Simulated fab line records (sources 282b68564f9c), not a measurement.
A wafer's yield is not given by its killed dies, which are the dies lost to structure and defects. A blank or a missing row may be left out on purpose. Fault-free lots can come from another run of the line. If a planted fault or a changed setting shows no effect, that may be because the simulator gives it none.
fab line records :: flow ritCmos
record
  lots=6
  wafers=18
  lastDay=8
route steps=202 shown PLDD@116 SPACER@125 M1@202
lots untouched by any fault: they come from a run of this same line in which no faults occurred
startH: start of the lot's first displayed wafer, in hours after the record's first day :: waitH: hours since the lot's step before :: " same as the row above :: L1.1+2: several wafers, shown together as one row :: - either no value or no given start :: * or withheld: withheld :: < > ~ a bound
route shown NAME@n: NAME is a module with steps in the file, n the number in the route of the first one :: usual: mean/standard deviation taken from wafers without a fault :: same: alike in all rows :: chamber/n: place in a boat :: sites: readings site by site :: _std_site: how widely they spread, as a standard deviation :: _edge_site: inner sites' mean taken away from outer sites' mean :: radiusMm: how far each site lies from the wafer's centre :: mask NAME#n: copy n :: behind: tool/chamber where the wafer was last shaped :: hold: reason for holding the lot/hours on hold/outcome of the hold :: device: which transistor (n, p or np) failed to switch :: end of line: tests of these same wafers at the route's end :: a step with no rows: only its recipe :: killed: the dies lost at the first sort to structure and to defects; this is not the yield of the wafer :: map: a wafer's dies, marking killed ones x, the rest . and places with no die _
set.NAME: the setting that was run; set.NAME@STEP: the one run at that earlier step :: model.NAME: the simulator's own value behind a step, which no gauge read
lots seen at some steps along the route; tables by step, rows by wafer
services: a tool's chamber out of use, with start hour (startH, from the record's first day; less than 0 if before it), hours out, and reason
## steps
# step RIT_PLDD_SOFTBAKE_02
# recipe
  resist=NOVOLAK
  tempC=90
  timeS=60
# step RIT_PLDD_EXPOSE_03
# recipe
  maskId=M8
  na=0.57
  targetCdNm=40900
  doseMj=250
# step RIT_PLDD_PEB_04
# recipe
  resist=NOVOLAK
  tempC=withheld
  timeS=withheld
# step RIT_PLDD_DEVELOP_05
# recipe
  resist=NOVOLAK
  developTimeS=50
  devTempC=23
# step RIT_PLDD_OVL_MEAS_06
# usual
  PLDD_OVL=-0.5/1.6
lot.wafer: L791.1
tool: overlay-01
chamber: -
startH: 66.00
waitH: -
PLDD_OVL[nm]: -0.3

lot.wafer: L791.2
tool: overlay-01
chamber: -
startH: 66.00
waitH: -
PLDD_OVL[nm]: -0.9

lot.wafer: L791.5
tool: overlay-01
chamber: -
startH: 66.00
waitH: -
PLDD_OVL[nm]: 0.4

lot.wafer: L801.2
tool: overlay-01
chamber: -
startH: 136.71
waitH: -
PLDD_OVL[nm]: -2.1

lot.wafer: L801.4
tool: overlay-01
chamber: -
startH: 136.71
waitH: -
PLDD_OVL[nm]: -0.3

lot.wafer: L801.5
tool: overlay-01
chamber: -
startH: 136.71
waitH: -
PLDD_OVL[nm]: -3.6

lot.wafer: L802.1
tool: overlay-02
chamber: -
startH: 136.95
waitH: -
PLDD_OVL[nm]: -0.5

lot.wafer: L802.2
tool: overlay-02
chamber: -
startH: 136.95
waitH: -
PLDD_OVL[nm]: 1.2

lot.wafer: L802.5
tool: overlay-02
chamber: -
startH: 136.95
waitH: -
PLDD_OVL[nm]: -2.5

lot.wafer: L803.2
tool: overlay-01
chamber: -
startH: 142.38
waitH: -
PLDD_OVL[nm]: -2.2

lot.wafer: L803.4
tool: overlay-01
chamber: -
startH: 142.38
waitH: -
PLDD_OVL[nm]: -1.5

lot.wafer: L803.6
tool: overlay-01
chamber: -
startH: 142.38
waitH: -
PLDD_OVL[nm]: -1.5

lot.wafer: L805.1
tool: overlay-01
chamber: -
startH: 150.93
waitH: -
PLDD_OVL[nm]: -3.5

lot.wafer: L805.4
tool: overlay-01
chamber: -
startH: 150.93
waitH: -
PLDD_OVL[nm]: -3.4

lot.wafer: L805.6
tool: overlay-01
chamber: -
startH: 150.93
waitH: -
PLDD_OVL[nm]: -1.9

lot.wafer: L811.1
tool: overlay-02
chamber: -
startH: 166.41
waitH: -
PLDD_OVL[nm]: -0.4

lot.wafer: L811.2
tool: overlay-02
chamber: -
startH: 166.41
waitH: -
PLDD_OVL[nm]: -0.5

lot.wafer: L811.5
tool: overlay-02
chamber: -
startH: 166.41
waitH: -
PLDD_OVL[nm]: 2.2
# step RIT_PLDD_HARDBAKE_07
# recipe
  resist=NOVOLAK
  tempC=140
  timeS=60
# step RIT_PLDD_IMPLANT_08
# recipe
  species=BF2
  energyKev=19.73
  doseCm2=9e+14
  tiltDeg=7
# step RIT_PLDD_STRIP_09
# recipe
  chemistry=O2
  timeS=180
  resist=NOVOLAK
  platenTempC=withheld
  powerW=500
  pressureMtorr=4000
  o2FlowSccm=4000
# usual
  drypumpMotorCurrentA=5.9/0.69
lot.wafer: L791.1
tool: plasmaAsher-04
chamber: 1
startH: 66.38
waitH: 0.1
drypumpMotorCurrentA: 5.0
rfHoursCounterH: 41

lot.wafer: L791.2
tool: plasmaAsher-04
chamber: 0
startH: 66.38
waitH: 0.1
drypumpMotorCurrentA: 6.6
rfHoursCounterH: 41

lot.wafer: L791.5
tool: plasmaAsher-04
chamber: 0
startH: 66.38
waitH: 0.1
drypumpMotorCurrentA: 6.6
rfHoursCounterH: -

lot.wafer: L801.2
tool: plasmaAsher-02
chamber: 0
startH: 137.04
waitH: 0.1
drypumpMotorCurrentA: 6.5
rfHoursCounterH: 48

lot.wafer: L801.4
tool: plasmaAsher-02
chamber: 0
startH: 137.04
waitH: 0.1
drypumpMotorCurrentA: 6.5
rfHoursCounterH: -

lot.wafer: L801.5
tool: plasmaAsher-02
chamber: 1
startH: 137.04
waitH: 0.1
drypumpMotorCurrentA: 6.8
rfHoursCounterH: -

lot.wafer: L802.1
tool: plasmaAsher-03
chamber: 0
startH: 137.29
waitH: 0.1
drypumpMotorCurrentA: 5.9
rfHoursCounterH: 2

lot.wafer: L802.2
tool: plasmaAsher-03
chamber: 1
startH: 137.29
waitH: 0.1
drypumpMotorCurrentA: 5.5
rfHoursCounterH: 2

lot.wafer: L802.5
tool: plasmaAsher-03
chamber: 0
startH: 137.29
waitH: 0.1
drypumpMotorCurrentA: 5.9
rfHoursCounterH: -

lot.wafer: L803.2
tool: plasmaAsher-03
chamber: 1
startH: 142.79
waitH: 0.1
drypumpMotorCurrentA: 5.5
rfHoursCounterH: 3

lot.wafer: L803.4
tool: plasmaAsher-03
chamber: 0
startH: 142.79
waitH: 0.1
drypumpMotorCurrentA: 5.9
rfHoursCounterH: -

lot.wafer: L803.6
tool: plasmaAsher-03
chamber: 1
startH: 142.79
waitH: 0.1
drypumpMotorCurrentA: 5.4
rfHoursCounterH: -

lot.wafer: L805.1
tool: plasmaAsher-04
chamber: 0
startH: 151.26
waitH: 0.1
drypumpMotorCurrentA: 6.6
rfHoursCounterH: 49

lot.wafer: L805.4
tool: plasmaAsher-04
chamber: 1
startH: 151.26
waitH: 0.1
drypumpMotorCurrentA: 5.0
rfHoursCounterH: -

lot.wafer: L805.6
tool: plasmaAsher-04
chamber: 0
startH: 151.26
waitH: 0.1
drypumpMotorCurrentA: 6.6
rfHoursCounterH: -

lot.wafer: L811.1
tool: plasmaAsher-04
chamber: 1
startH: 166.75
waitH: 0.1
drypumpMotorCurrentA: 5.0
rfHoursCounterH: 52

lot.wafer: L811.2
tool: plasmaAsher-04
chamber: 0
startH: 166.75
waitH: 0.1
drypumpMotorCurrentA: 6.6
rfHoursCounterH: 52

lot.wafer: L811.5
tool: plasmaAsher-04
chamber: 1
startH: 166.75
waitH: 0.1
drypumpMotorCurrentA: 5.0
rfHoursCounterH: -
# step RIT_PLDD_TW_MEAS_10
# usual
  PLDD_TW=2360/13
lot.wafer: L791.1
tool: filmMetro-04
chamber: -
startH: 66.55
waitH: 0.1
PLDD_TW: 2356

lot.wafer: L791.2
tool: filmMetro-04
chamber: -
startH: 66.55
waitH: 0.1
PLDD_TW: 2355

lot.wafer: L791.5
tool: filmMetro-04
chamber: -
startH: 66.55
waitH: 0.1
PLDD_TW: 2361

lot.wafer: L801.2
tool: filmMetro-04
chamber: -
startH: 137.23
waitH: 0.1
PLDD_TW: 2374

lot.wafer: L801.4
tool: filmMetro-04
chamber: -
startH: 137.23
waitH: 0.1
PLDD_TW: 2379

lot.wafer: L801.5
tool: filmMetro-04
chamber: -
startH: 137.23
waitH: 0.1
PLDD_TW: 2374

lot.wafer: L802.1
tool: filmMetro-01
chamber: -
startH: 137.46
waitH: 0.1
PLDD_TW: 2354

lot.wafer: L802.2
tool: filmMetro-01
chamber: -
startH: 137.46
waitH: 0.1
PLDD_TW: 2351

lot.wafer: L802.5
tool: filmMetro-01
chamber: -
startH: 137.46
waitH: 0.1
PLDD_TW: 2358

lot.wafer: L803.2
tool: filmMetro-02
chamber: -
startH: 142.98
waitH: 0.1
PLDD_TW: 2352

lot.wafer: L803.4
tool: filmMetro-02
chamber: -
startH: 142.98
waitH: 0.1
PLDD_TW: 2347

lot.wafer: L803.6
tool: filmMetro-02
chamber: -
startH: 142.98
waitH: 0.1
PLDD_TW: 2347

lot.wafer: L805.1
tool: filmMetro-04
chamber: -
startH: 151.44
waitH: 0.1
PLDD_TW: 2360

lot.wafer: L805.4
tool: filmMetro-04
chamber: -
startH: 151.44
waitH: 0.1
PLDD_TW: 2368

lot.wafer: L805.6
tool: filmMetro-04
chamber: -
startH: 151.44
waitH: 0.1
PLDD_TW: 2366

lot.wafer: L811.1
tool: filmMetro-02
chamber: -
startH: 166.92
waitH: 0.1
PLDD_TW: 2344

lot.wafer: L811.2
tool: filmMetro-02
chamber: -
startH: 166.92
waitH: 0.1
PLDD_TW: 2353

lot.wafer: L811.5
tool: filmMetro-02
chamber: -
startH: 166.92
waitH: 0.1
PLDD_TW: 2337
# step RIT_SPACER_CLEAN_00
# recipe
  chemistry=SC1
  mix=3:3:50
  timeS=600
  tempC=75
# step RIT_SPACER_CLEAN_01
# recipe
  chemistry=dHF
  dilution=50:1
  timeS=30
# step RIT_SPACER_CLEAN_02
# recipe
  chemistry=SC2
  mix=3:3:50
  timeS=600
  tempC=75
  dry=n2Spin
# step RIT_SPACER_CVD_03
# recipe
  material=Si3N4
  targetThkNm=250
  tempC=810
  precursor=SiH2Cl2/NH3
  timeS=3300
  pressureMtorr=300
  sih2cl2FlowSccm=60
  nh3FlowSccm=150
# usual
  nh3FlowSccm=149.9/0.47
  pressureMtorr=300.1/0.58
  susceptorTempC=810.0/0.37
lot.wafer: L791.1
tool: lpcvd-01
chamber: 0
startH: 66.98
waitH: 0.0
nh3FlowSccm: 150.4
pressureMtorr: 300.0
susceptorTempC: 810.2

lot.wafer: L791.2
tool: lpcvd-01
chamber: 0
startH: 66.98
waitH: 0.0
nh3FlowSccm: 150.5
pressureMtorr: 300.5
susceptorTempC: 810.8

lot.wafer: L791.5
tool: lpcvd-01
chamber: 0
startH: 66.98
waitH: 0.0
nh3FlowSccm: 150.4
pressureMtorr: 299.7
susceptorTempC: 810.0

lot.wafer: L801.2
tool: lpcvd-02
chamber: 1
startH: 137.65
waitH: 0.0
nh3FlowSccm: 149.9
pressureMtorr: 299.6
susceptorTempC: 809.5

lot.wafer: L801.4
tool: lpcvd-02
chamber: 1
startH: 137.65
waitH: 0.0
nh3FlowSccm: 149.6
pressureMtorr: 300.1
susceptorTempC: 810.2

lot.wafer: L801.5
tool: lpcvd-02
chamber: 1
startH: 137.65
waitH: 0.0
nh3FlowSccm: 149.7
pressureMtorr: 300.4
susceptorTempC: 809.7

lot.wafer: L802.1
tool: lpcvd-02
chamber: 0
startH: 139.56
waitH: 1.7
nh3FlowSccm: -
pressureMtorr: -
susceptorTempC: -

lot.wafer: L802.2
tool: lpcvd-02
chamber: 0
startH: 139.56
waitH: 1.7
nh3FlowSccm: -
pressureMtorr: -
susceptorTempC: -

lot.wafer: L802.5
tool: lpcvd-02
chamber: 0
startH: 139.56
waitH: 1.7
nh3FlowSccm: -
pressureMtorr: -
susceptorTempC: -

lot.wafer: L803.2
tool: lpcvd-02
chamber: 1
startH: 143.39
waitH: 0.0
nh3FlowSccm: -
pressureMtorr: -
susceptorTempC: -

lot.wafer: L803.4
tool: lpcvd-02
chamber: 1
startH: 143.39
waitH: 0.0
nh3FlowSccm: -
pressureMtorr: -
susceptorTempC: -

lot.wafer: L803.6
tool: lpcvd-02
chamber: 1
startH: 143.39
waitH: 0.0
nh3FlowSccm: -
pressureMtorr: -
susceptorTempC: -

lot.wafer: L805.1
tool: lpcvd-01
chamber: 0
startH: 152.38
waitH: 0.5
nh3FlowSccm: 150.3
pressureMtorr: 300.9
susceptorTempC: 809.3

lot.wafer: L805.4
tool: lpcvd-01
chamber: 0
startH: 152.38
waitH: 0.5
nh3FlowSccm: 150.7
pressureMtorr: 300.6
susceptorTempC: 809.2

lot.wafer: L805.6
tool: lpcvd-01
chamber: 0
startH: 152.38
waitH: 0.5
nh3FlowSccm: 150.9
pressureMtorr: 300.9
susceptorTempC: 809.4

lot.wafer: L811.1
tool: lpcvd-01
chamber: 1
startH: 169.00
waitH: 1.7
nh3FlowSccm: 149.3
pressureMtorr: 300.3
susceptorTempC: 810.2

lot.wafer: L811.2
tool: lpcvd-01
chamber: 1
startH: 169.00
waitH: 1.7
nh3FlowSccm: 148.6
pressureMtorr: 299.7
susceptorTempC: 809.9

lot.wafer: L811.5
tool: lpcvd-01
chamber: 1
startH: 169.00
waitH: 1.7
nh3FlowSccm: 150.1
pressureMtorr: 300.9
susceptorTempC: 810.0
# step RIT_M1_PROBE_99
# usual
  defectLimitedYield=97.3/1.1
  killedAtContacts=0.1/0.28
  killedAtFrontEnd=7.1/2.8
  killedDies=7.1/2.9
  killedOpen=3.4/2
  killedShort=3.6/2.1
  sort_bin_3_pad_short=0.1/0.21
  sort_bin_5_function=1.5/0.85
  sort_bin_6_memory=1.0/0.65
  sortNPass=256.9/2.9
  sortYieldPct=97.3/1.1
# same
  grossDies=264
  killed_at_M0_to_M3=0
  killed_at_M4_up=0
  killedAtBackSide=0
  killedAtOther=0
lot.wafer: L791.1
tool: prober-01
chamber: -
startH: 80.23
waitH: 0.1
defectLimitedYield[%]: 97.3
killedAtContacts: 0
killedAtFrontEnd: 7
killedDies: 7
killedOpen: 4
killedShort: 2
sort_bin_3_pad_short[%]: 0
sort_bin_5_function[%]: 0.4
sort_bin_6_memory[%]: 2.3
sortNPass: 257.0
sortYieldPct[%]: 97.3

lot.wafer: L791.2
tool: prober-01
chamber: -
startH: 80.28
waitH: 0.1
defectLimitedYield[%]: 95.8
killedAtContacts: 0
killedAtFrontEnd: 11
killedDies: 11
killedOpen: 2
killedShort: 9
sort_bin_3_pad_short[%]: 0.4
sort_bin_5_function[%]: 2.3
sort_bin_6_memory[%]: 1.5
sortNPass: 253.0
sortYieldPct[%]: 95.8

lot.wafer: L791.5
tool: prober-01
chamber: -
startH: 80.43
waitH: 0.2
defectLimitedYield[%]: 98.5
killedAtContacts: 0
killedAtFrontEnd: 4
killedDies: 4
killedOpen: 2
killedShort: 2
sort_bin_3_pad_short[%]: 0
sort_bin_5_function[%]: 0.8
sort_bin_6_memory[%]: 0.8
sortNPass: 260.0
sortYieldPct[%]: 98.5

lot.wafer: L801.2
tool: prober-01
chamber: -
startH: 151.20
waitH: 0.1
defectLimitedYield[%]: 98.1
killedAtContacts: 0
killedAtFrontEnd: 5
killedDies: 5
killedOpen: 3
killedShort: 2
sort_bin_3_pad_short[%]: 0
sort_bin_5_function[%]: 1.1
sort_bin_6_memory[%]: 0.8
sortNPass: 259.0
sortYieldPct[%]: 98.1

lot.wafer: L801.4
tool: prober-01
chamber: -
startH: 151.30
waitH: 0.2
defectLimitedYield[%]: 95.8
killedAtContacts: 0
killedAtFrontEnd: 11
killedDies: 11
killedOpen: 5
killedShort: 6
sort_bin_3_pad_short[%]: 0
sort_bin_5_function[%]: 3.0
sort_bin_6_memory[%]: 1.1
sortNPass: 253.0
sortYieldPct[%]: 95.8

lot.wafer: L801.5
tool: prober-01
chamber: -
startH: 151.35
waitH: 0.2
defectLimitedYield[%]: 95.1
killedAtContacts: 1
killedAtFrontEnd: 12
killedDies: 13
killedOpen: 8
killedShort: 5
sort_bin_3_pad_short[%]: 0.4
sort_bin_5_function[%]: 1.5
sort_bin_6_memory[%]: 3.0
sortNPass: 251.0
sortYieldPct[%]: 95.1

lot.wafer: L805.1
tool: prober-02
chamber: -
startH: 168.10
waitH: 0.1
defectLimitedYield[%]: 98.9
killedAtContacts: 0
killedAtFrontEnd: 3
killedDies: 3
killedOpen: 1
killedShort: 2
sort_bin_3_pad_short[%]: 0
sort_bin_5_function[%]: 0
sort_bin_6_memory[%]: 1.1
sortNPass: 261.0
sortYieldPct[%]: 98.9

lot.wafer: L805.4
tool: prober-02
chamber: -
startH: 168.25
waitH: 0.2
defectLimitedYield[%]: 96.2
killedAtContacts: 0
killedAtFrontEnd: 10
killedDies: 10
killedOpen: 5
killedShort: 5
sort_bin_3_pad_short[%]: 1.1
sort_bin_5_function[%]: 1.9
sort_bin_6_memory[%]: 0.8
sortNPass: 254.0
sortYieldPct[%]: 96.2

lot.wafer: L805.6
tool: prober-02
chamber: -
startH: 168.35
waitH: 0.2
defectLimitedYield[%]: 96.6
killedAtContacts: 0
killedAtFrontEnd: 9
killedDies: 9
killedOpen: 3
killedShort: 6
sort_bin_3_pad_short[%]: 0
sort_bin_5_function[%]: 2.3
sort_bin_6_memory[%]: 1.1
sortNPass: 255.0
sortYieldPct[%]: 96.6

lot.wafer: L811.1
tool: prober-01
chamber: -
startH: 182.51
waitH: 0.1
defectLimitedYield[%]: 97.7
killedAtContacts: 0
killedAtFrontEnd: 6
killedDies: 6
killedOpen: 2
killedShort: 4
sort_bin_3_pad_short[%]: 0
sort_bin_5_function[%]: 1.5
sort_bin_6_memory[%]: 0.8
sortNPass: 258.0
sortYieldPct[%]: 97.7

lot.wafer: L811.2
tool: prober-01
chamber: -
startH: 182.56
waitH: 0.1
defectLimitedYield[%]: 98.5
killedAtContacts: 0
killedAtFrontEnd: 4
killedDies: 4
killedOpen: 1
killedShort: 3
sort_bin_3_pad_short[%]: 0.4
sort_bin_5_function[%]: 1.1
sort_bin_6_memory[%]: 0
sortNPass: 260.0
sortYieldPct[%]: 98.5

lot.wafer: L811.5
tool: prober-01
chamber: -
startH: 182.71
waitH: 0.2
defectLimitedYield[%]: 96.2
killedAtContacts: 0
killedAtFrontEnd: 10
killedDies: 10
killedOpen: 2
killedShort: 8
sort_bin_3_pad_short[%]: 0.4
sort_bin_5_function[%]: 1.1
sort_bin_6_memory[%]: 2.3
sortNPass: 254.0
sortYieldPct[%]: 96.2
# killed by level:class
L791.1 SPACER:geometricParticle:open=3 FOX1:geometricParticle:short=1 FOX2:geometricParticle:open=1 FOX2:geometricParticle:short=1 GATE:coatMicrobubblePrinted=1
L791.2 FOX1:geometricParticle:short=4 GATE:geometricParticle:short=3 SPACER:geometricParticle:short=2 GATE:geometricParticle:open=1 SPACER:geometricParticle:open=1
L791.5 FOX1:geometricParticle:open=1 FOX2:geometricParticle:short=1 GATE:geometricParticle:short=1 GATE:geometricParticle:open=1
L801.2 FOX1:geometricParticle:open=2 GATE:geometricParticle:open=1 GATE:geometricParticle:short=1 SILICIDE:geometricParticle:short=1
L801.4 GATE:geometricParticle:short=4 GATE:geometricParticle:open=3 SPACER:geometricParticle:open=2 REOX:geometricParticle:short=1 SPACER:geometricParticle:short=1
L801.5 GATE:geometricParticle:short=3 GATE:geometricParticle:open=3 FOX1:geometricParticle:open=2 REOX:geometricParticle:short=1 REOX:geometricParticle:open=1 SPACER:geometricParticle:short=1 SPACER:geometricParticle:open=1 CONTACT:geometricParticle:open=1
L805.1 FOX2:geometricParticle:short=2 FOX2:geometricParticle:open=1
L805.4 GATE:geometricParticle:open=4 GATE:geometricParticle:short=2 FOX1:geometricParticle:short=1 REOX:geometricParticle:open=1 SPACER:geometricParticle:short=1 SILICIDE:geometricParticle:short=1
L805.6 GATE:geometricParticle:short=3 GATE:geometricParticle:open=2 FOX1:geometricParticle:short=1 FOX2:geometricParticle:short=1 REOX:geometricParticle:open=1 REOX:geometricParticle:short=1
L811.1 GATE:geometricParticle:short=3 FOX1:geometricParticle:open=1 SPACER:geometricParticle:short=1 SILICIDE:geometricParticle:open=1
L811.2 FOX2:geometricParticle:short=1 GATE:geometricParticle:short=1 REOX:geometricParticle:short=1 SPACER:geometricParticle:open=1
L811.5 GATE:geometricParticle:short=5 FOX1:geometricParticle:short=1 FOX2:geometricParticle:short=1 REOX:geometricParticle:short=1 REOX:geometricParticle:open=1 SPACER:geometricParticle:open=1
## services
tool: plasmaAsher-03
chamber: -
startH: 67.92
hours: 1.6
kind: repair

tool: lpcvd-01
chamber: -
startH: 94.50
hours: 2.8
kind: pm

tool: plasmaAsher-03
chamber: -
startH: 108.75
hours: 9.0
kind: pm

tool: plasmaAsher-03
chamber: 0
startH: 108.75
hours: 9.0
kind: ventCycle

tool: plasmaAsher-03
chamber: 1
startH: 108.75
hours: 9.0
kind: ventCycle

tool: plasmaAsher-03
chamber: 0
startH: 117.75
hours: -
kind: clean

tool: plasmaAsher-03
chamber: 1
startH: 117.75
hours: -
kind: clean

tool: plasmaAsher-04
chamber: -
startH: 125.04
hours: 1.7
kind: repair

tool: plasmaAsher-02
chamber: -
startH: 126.86
hours: 2.8
kind: pm
## key
firstSign
  step=RIT_SPACER_CVD_03
  reading=toolRecord
  direction=missing
effect none on later readings
metAt RIT_SPACER_CVD_03
struckWafers L802.1,L802.2,L802.5,L803.2,L803.4,L803.6
scrappedBehind RIT_SPACER_THK_MEAS_04 L802.1,L802.2,L802.5,L803.2,L803.4,L803.6
onsetBetween 137.65 139.56
fault
  kind=skippedStepWhole
  tool=lpcvd-02
  chamber=-
  onsetH=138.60
  steps=RIT_SPACER_CVD_03
  scope=struckLotsOnly
